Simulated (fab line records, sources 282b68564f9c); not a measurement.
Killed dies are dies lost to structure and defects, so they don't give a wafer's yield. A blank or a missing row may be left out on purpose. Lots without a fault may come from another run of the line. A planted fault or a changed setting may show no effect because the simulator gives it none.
A struck lot beside a sound one | flow rit_cmos | 43 steps out of a route of 202
Sound: wafers L744.2, L744.3, L744.5. Struck: wafers L736.1, L736.2, L736.6. The cause comes at the end.
At each step with rows: each side's tool, then ch and its chambers, then its first start. Under that, the readings that differ: sound wafers | struck wafers | difference of the means | sigmas: that difference in standard deviations of wafers without a fault.
alike: readings whose means differ by less than 2 such deviations, and words and numbers that are the same on both sides. not compared: withheld readings, readings that some wafer has no value for, bounds like >300 that may hide the same value, and numbers for which the record gives no deviation and whose values overlap.
The two part at a step that has a row with sigmas, a row that says differs or no value, or rows on one side only. Numbers that don't overlap but have no deviation are shown without sigmas and don't part them. A reading that every wafer of one side lacks parts them only if that side has two wafers or more.

RIT_ACTIVE_ETCH_13: etches Si3N4 in SF6, stops on SiO2, time 210 s, target depth 210 nm.
  sound on rie_diel-03 ch 1,2,3, day 4 12:46; struck on rie_diel-03 ch 0,2,3, day 2 21:42
  alike: drypump_motor_current_A, oes_product_au, rf_fwd_power_W, throttle_valve_pct
  not compared: rf_hours_counter_h
RIT_ACTIVE_STRIP_14: strips in O2, time 180 s.
  sound on plasma_asher-02 ch 1, day 4 12:54; struck on plasma_asher-03 ch 0,1, day 2 21:50
  alike: drypump_motor_current_A
  not compared: rf_hours_counter_h
RIT_ACTIVE_CD_MEAS_90: target cd 1400 nm.
  sound on cd_sem-02, day 4 13:05; struck on cd_sem-02, day 2 22:01
  alike: cd_nm
then, 4 steps without rows for these wafers: RIT_ACTIVE_CLEAN_15 (cleans in SC1, time 600 s); RIT_ACTIVE_CLEAN_16 (cleans in dHF, time 30 s); RIT_ACTIVE_CLEAN_17 (cleans in SC2, time 600 s); RIT_FOX1_OXIDATION_00 (target thk 350.7 nm, ox time 1130 s).
RIT_FOX1_THK_MEAS_01:
  sound on film_metro-03, day 4 17:25; struck on film_metro-02, day 3 03:41
  alike: FOX1_OXIDE_THK
then, 2 steps without rows for these wafers: RIT_FOX1_WET_ETCH_02 (etches SiO2 in BOE, target depth 350 nm, time 390 s); RIT_FOX2_OXIDATION_00 (target thk 350.7 nm, ox time 1130 s).
RIT_FOX2_THK_MEAS_01:
  sound on film_metro-02, day 4 20:16; struck on film_metro-02, day 3 07:35
  alike: FOX2_OXIDE_THK
then, 1 step without rows for these wafers: RIT_FOX2_CLEAN_02 (cleans in dHF, time 180 s).
RIT_FOX2_WET_ETCH_03: etches Si3N4 in H3PO4, target depth 195 nm, time 2700 s.
  sound on wet_bench-04 ch 0, day 4 20:23; struck on wet_bench-01 ch 2, day 3 07:42
  alike: bath_heat_duty_pct
RIT_FOX2_THK_MEAS_90:
  sound on film_metro-01, day 4 21:09; struck on film_metro-01, day 3 08:32
  alike: FIELD_OXIDE_LEFT_1_THK
then, 2 steps without rows for these wafers: RIT_NWELL_HMDS_00 (prime time 60 s); RIT_NWELL_COAT_01 (resist thk 1300 nm).
RIT_NWELL_SOFTBAKE_02: time 61.45 s.
  sound on litho_track-02 ch 0, day 4 21:31; struck on litho_track-01 ch 0, day 3 08:53
  alike: heater_power_total_W, plate_sensor_t_centre_C, plate_sensor_t_edge_C
then, 3 steps without rows for these wafers: RIT_NWELL_EXPOSE_03 (exposes mask M2, target cd 43900 nm); RIT_NWELL_PEB_04; RIT_NWELL_DEVELOP_05 (develop time 68 s).
RIT_NWELL_OVL_MEAS_06:
  sound on overlay-01, day 4 22:13; struck on overlay-01, day 3 09:28
  alike: NWELL_OVL
then, 2 steps without rows for these wafers: RIT_NWELL_HARDBAKE_07 (time 120 s); RIT_NWELL_IMPLANT_08.
RIT_NWELL_STRIP_09: strips in O2, time 180 s.
  sound on plasma_asher-04 ch 0,1, day 4 22:38; struck on plasma_asher-04 ch 0,1, day 3 09:55
  alike: drypump_motor_current_A
  not compared: rf_hours_counter_h
RIT_NWELL_TW_MEAS_10:
  sound on film_metro-01, day 4 22:49; struck on film_metro-01, day 3 10:05
  reading  | sound          | struck         | difference | sigmas
  NWELL_TW | 2164 2162 2164 | 2129 2123 2137 | -34        | -3
then, 6 steps without rows for these wafers: RIT_PWELL_HMDS_00 (prime time 60 s); RIT_PWELL_COAT_01 (resist thk 1300 nm); RIT_PWELL_SOFTBAKE_02 (time 60 s); RIT_PWELL_EXPOSE_03 (exposes mask M3, target cd 43700 nm); RIT_PWELL_PEB_04; RIT_PWELL_DEVELOP_05 (develop time 68 s).
RIT_PWELL_OVL_MEAS_06:
  sound on overlay-02, day 4 23:47; struck on overlay-01, day 3 11:01
  reading        | sound         | struck      | difference | sigmas
  PWELL_OVL (nm) | 1.5 -0.3 -2.7 | 1.8 3.0 2.6 | +3.0       | +2
then, 2 steps without rows for these wafers: RIT_PWELL_HARDBAKE_07 (time 120 s); RIT_PWELL_IMPLANT_08.
RIT_PWELL_STRIP_09: strips in O2, time 180 s.
  sound on plasma_asher-04 ch 0,1, day 5 00:13; struck on plasma_asher-02 ch 0,1, day 3 11:28
  alike: drypump_motor_current_A
  not compared: rf_hours_counter_h
RIT_PWELL_TW_MEAS_10:
  sound on film_metro-01, day 5 00:25; struck on film_metro-02, day 3 11:38
  alike: PWELL_TW
then, 1 step without rows for these wafers: RIT_WELLDRIVE_ANNEAL_00 (time 14700 s).
RIT_WELLDRIVE_RS_MEAS_01: measures by four-point-probe.
  sound on film_metro-03, day 5 06:43; struck on film_metro-02, day 3 18:55
  reading           | sound             | struck            | difference | sigmas
  NWELL_RS (ohm/sq) | 271.1 271.6 271.3 | 274.0 275.5 274.2 | +3.2       | +4
RIT_WELLDRIVE_RS_MEAS_02: measures by four-point-probe.
  sound on film_metro-03, day 5 06:50; struck on film_metro-02, day 3 19:02
  alike: PWELL_RS
then, 3 steps without rows for these wafers: RIT_NRETRO_HMDS_00 (prime time 60 s); RIT_NRETRO_COAT_01 (resist thk 1300 nm); RIT_NRETRO_SOFTBAKE_02 (time 60 s).
RIT_M1_PROBE_99:
  sound on prober-01, day 6 12:38; struck on prober-01, day 5 04:51
  reading             | sound | struck   | difference | sigmas
  killed_at_front_end | 3 7 8 | 20 23 23 | +16        | +6
  killed_dies         | 3 7 8 | 20 23 23 | +16        | +6
  killed_on_rim       | 2 0 3 | 9 11 10  | +8         | +6
  alike: killed_at_M0_to_M3, killed_open, killed_short

WHERE THEY PART
First at RIT_NWELL_TW_MEAS_10; last, within this record, at RIT_M1_PROBE_99.

WHY: what the simulator had put in
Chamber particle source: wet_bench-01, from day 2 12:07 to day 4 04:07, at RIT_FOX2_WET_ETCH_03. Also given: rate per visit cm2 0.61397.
